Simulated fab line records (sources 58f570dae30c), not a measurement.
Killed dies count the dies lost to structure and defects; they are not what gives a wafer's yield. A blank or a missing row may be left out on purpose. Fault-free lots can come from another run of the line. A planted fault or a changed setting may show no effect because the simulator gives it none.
Which tool is to blame? / flow berkeley-cmos170 / Sampling: 7 lots, 21 wafers, 2 of 331 route steps

== WHAT EACH GAUGE READ, for each wafer ==
UCB170_CONTACT_CD_MEAS_15: target cd 700 nm.
lot=L136; measured=day 8 00:54; on=cd-sem-02; cd-nm (nm)=700.0 700.3 700.8
lot=L135; measured=day 8 01:04; on=cd-sem-02; cd-nm (nm)=700.6 699.9 698.7
lot=L137; measured=day 8 21:07; on=cd-sem-01; cd-nm (nm)=700.3 702.4 701.3
lot=L141; measured=day 9 05:07; on=cd-sem-02; cd-nm (nm)=701.0 703.6 702.1
lot=L149; measured=day 10 09:49; on=cd-sem-02; cd-nm (nm)=699.2 698.8 699.1
lot=L153; measured=day 11 21:58; on=cd-sem-01; cd-nm (nm)=699.5 701.9 700.6
lot=L156; measured=day 12 08:52; on=cd-sem-02; cd-nm (nm)=701.1 699.9 699.5

== WHICH TOOL RAN EACH LOT (tool, then ch and the chambers of the sampled wafers, then the start) ==
lot=L136; UCB170_SDANNEAL_RTA_00=rtp-anneal-02 ch 0, day 7 17:19
lot=L135; UCB170_SDANNEAL_RTA_00=rtp-anneal-02 ch 0, day 7 19:10
lot=L137; UCB170_SDANNEAL_RTA_00=rtp-anneal-01 ch 0, day 8 14:16
lot=L141; UCB170_SDANNEAL_RTA_00=rtp-anneal-02 ch 0, day 9 00:16
lot=L149; UCB170_SDANNEAL_RTA_00=rtp-anneal-02 ch 0, day 10 04:56
lot=L153; UCB170_SDANNEAL_RTA_00=rtp-anneal-01 ch 0, day 11 17:04
lot=L156; UCB170_SDANNEAL_RTA_00=rtp-anneal-02 ch 0, day 12 00:13
- UCB170_SDANNEAL_RTA_00: time 10 s.

== THE ANSWER, worked out from the rows above alone ==
Rule: the lots themselves supply what counts as usual. The widest of any qualifying gaps counts: lots, ordered by their means at a reading, are off when they make up no more than a third of the lots, leave a main group of 4 or more, and stand apart from it by 3 or more times the standard deviation of that group's means. A main group whose means are all the same, to the digits that the tables above print for the reading, isn't used. Also off: a lot with no number at a reading for which 4 or more lots have one. All remaining lots with rows at the step are treated as sound.
No lot is off at any reading shown: from this, nothing can be told.

== WHAT WAS PUT IN BY THE SIMULATOR ==
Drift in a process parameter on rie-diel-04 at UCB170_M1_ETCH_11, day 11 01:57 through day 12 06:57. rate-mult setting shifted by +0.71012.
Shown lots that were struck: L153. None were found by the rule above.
